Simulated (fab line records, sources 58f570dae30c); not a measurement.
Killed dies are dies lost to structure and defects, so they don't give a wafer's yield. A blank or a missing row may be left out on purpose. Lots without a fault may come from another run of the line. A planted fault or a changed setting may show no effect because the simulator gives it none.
Which tool did it? | flow berkeley_cmos170 | 13 lots, 39 wafers sampled, at 5 steps of a route of 331

WHAT THE GAUGES READ, wafer by wafer
UCB170_PFIELD_OVL_MEAS_06.
lot  | measured    | on         | PFIELD_OVL (nm)
L467 | day 4 19:48 | overlay-01 | 2 2 -5
L468 | day 5 03:22 | overlay-01 | -5 0 -2
L472 | day 5 18:01 | overlay-01 | -6 -5 -7
L470 | day 5 18:24 | overlay-01 | 2 -3 8
L471 | day 5 20:14 | overlay-02 | 1 -9 -4
L475 | day 6 17:51 | overlay-02 | 9 3 2
L474 | day 6 18:08 | overlay-02 | 6 16 12
L480 | day 7 05:55 | overlay-02 | -6 0 0
L479 | day 7 06:18 | overlay-02 | -2 -6 -1
L481 | day 7 15:40 | overlay-02 | 3 10 0
L484 | day 8 11:45 | overlay-01 | 4 4 -4
L487 | day 8 18:22 | overlay-01 | -7 -6 -14
L486 | day 8 18:50 | overlay-01 | 5 -2 0

UCB170_SCREENOX_THK_MEAS_02.
lot  | measured    | on            | SCREENOX_OXIDE_THK (nm)
L467 | day 5 22:57 | film_metro-03 | 14.42 14.48 14.42
L468 | day 6 06:08 | film_metro-04 | 14.26 14.23 14.26
L472 | day 6 17:41 | film_metro-01 | 14.40 14.27 14.48
L470 | day 6 17:40 | film_metro-03 | 14.19 13.97 13.91
L471 | day 6 17:40 | film_metro-04 | 14.16 14.25 14.31
L475 | day 7 11:40 | film_metro-01 | 14.50 14.37 14.30
L474 | day 7 11:41 | film_metro-03 | 14.11 14.10 14.45
L480 | day 8 03:28 | film_metro-04 | 14.69 14.44 14.29
L479 | day 8 03:28 | film_metro-03 | 14.38 14.04 14.41
L481 | day 8 14:20 | film_metro-04 | 14.62 14.49 14.62
L484 | day 9 09:23 | film_metro-03 | 14.62 14.58 14.39
L487 | day 9 17:13 | film_metro-04 | 14.87 15.04 14.83
L486 | day 9 17:13 | film_metro-03 | 14.22 14.31 14.18

UCB170_V2_THK_MEAS_01.
lot  | measured     | on            | V2_TEOS_THK (nm)
L467 | day 8 08:04  | film_metro-02 | 1984 1970 2026
L468 | day 8 18:52  | film_metro-04 | 1976 2036 2026
L472 | day 8 18:37  | film_metro-02 | 2016 2024 2044
L470 | day 8 19:25  | film_metro-02 | 1974 1981 2005
L471 | day 8 19:19  | film_metro-02 | 1973 2018 2022
L475 | day 9 16:32  | film_metro-02 | 1987 2013 2038
L474 | day 9 16:07  | film_metro-04 | 1969 2001 1994
L480 | day 10 10:25 | film_metro-03 | 2766 2006 2794
L479 | day 10 08:33 | film_metro-02 | 1975 1990 2009
L481 | day 10 17:39 | film_metro-03 | 1991 2000 1989
L484 | day 11 22:32 | film_metro-02 | 1982 2016 2032
L487 | day 11 23:15 | film_metro-02 | 1994 1979 2012
L486 | day 11 22:42 | film_metro-04 | 1989 1972 2025

UCB170_V2_BOW_MEAS_03.
lot  | measured     | on            | V2_BOW (um)
L467 | day 8 08:26  | film_metro-03 | 41 39 50
L468 | day 8 19:14  | film_metro-03 | 34 35 41
L472 | day 8 18:59  | film_metro-02 | 40 46 32
L470 | day 8 19:46  | film_metro-03 | 25 38 39
L471 | day 8 19:41  | film_metro-04 | 39 37 31
L475 | day 9 17:00  | film_metro-03 | 22 34 37
L474 | day 9 16:43  | film_metro-04 | 49 40 41
L480 | day 10 10:47 | film_metro-04 | 42 29 40
L479 | day 10 08:55 | film_metro-04 | 33 33 27
L481 | day 10 18:02 | film_metro-03 | 31 35 24
L484 | day 11 22:54 | film_metro-02 | 37 35 48
L487 | day 11 23:37 | film_metro-03 | 57 32 35
L486 | day 11 23:04 | film_metro-04 | 38 49 42

WHICH TOOL RAN EACH LOT (tool, then ch and the chambers of the sampled wafers, then the start)
lot  | UCB170_V2_CVD_00
L467 | pecvd-04 ch 1,2, day 8 07:55
L468 | pecvd-04 ch 1,2, day 8 18:42
L472 | pecvd-02 ch 0,1, day 8 18:26
L470 | pecvd-02 ch 0,1,2, day 8 19:15
L471 | pecvd-01 ch 1,2, day 8 19:04
L475 | pecvd-04 ch 0,1,2, day 9 16:23
L474 | pecvd-02 ch 0,1, day 9 15:57
L480 | pecvd-02 ch 1,2, day 10 10:16
L479 | pecvd-01 ch 0,2, day 10 08:24
L481 | pecvd-01 ch 0,1, day 10 17:29
L484 | pecvd-01 ch 0,1,2, day 11 22:22
L487 | pecvd-01 ch 1,2, day 11 23:05
L486 | pecvd-04 ch 0,1, day 11 22:32
- UCB170_V2_CVD_00: deposits SiO2 from TEOS/O2, target thk 2000 nm, time 250 s.

WHAT THE TOOLS THEMSELVES READ (means of the sampled wafers that have a number; where no wafer has one, the mark that the record gives instead)
UCB170_V2_CVD_00.
lot  | tool     | heater_power_w (W)
L467 | pecvd-04 | 217
L468 | pecvd-04 | 227
L472 | pecvd-02 | 269
L470 | pecvd-02 | 266
L471 | pecvd-01 | 307
L475 | pecvd-04 | 221
L474 | pecvd-02 | 301
L480 | pecvd-02 | 240
L479 | pecvd-01 | 245
L481 | pecvd-01 | 291
L484 | pecvd-01 | 234
L487 | pecvd-01 | 263
L486 | pecvd-04 | 240

THE ANSWER, worked out from the rows above alone
Rule: what is usual is taken from the lots themselves. Put in order of their means at a reading, lots are off if they are a third of the lots or fewer, leave a main group of 4 or more, and stand apart from it by a gap of 3 or more times the standard deviation of the main group's means; of several such gaps the widest counts. A main group whose means are all the same, to the digits that the tables above print for the reading, isn't used. A lot without any number at a reading at which 4 lots or more have one is off too. The other lots that the step has rows for count as sound. The gauges are gone through in route order, then the tools' own readings, and for those a lot's mean is taken as printed above. The first step at which some lot is off is used, and at that step the reading that is off furthest; a lot without a number counts as furthest.
Off: L480, at UCB170_V2_THK_MEAS_01 (V2_TEOS_THK). The main group: mean 2001 nm, standard deviation 12.
A tool fits if, at a process step before that reading, it ran every lot that is off, and no sound lot after the first of them. The gauges at UCB170_V2_THK_MEAS_01 are tried like those tools. One fits: pecvd-02 at UCB170_V2_CVD_00. Its last sound lot is L474 (day 9 15:57), its first lot that is off L480 (day 10 10:16): a fault that began between those two fits.

WHAT THE SIMULATOR HAD PUT IN
Process parameter drift: pecvd-02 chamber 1, from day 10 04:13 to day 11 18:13, at UCB170_V2_CVD_00. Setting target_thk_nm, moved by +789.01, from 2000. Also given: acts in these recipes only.
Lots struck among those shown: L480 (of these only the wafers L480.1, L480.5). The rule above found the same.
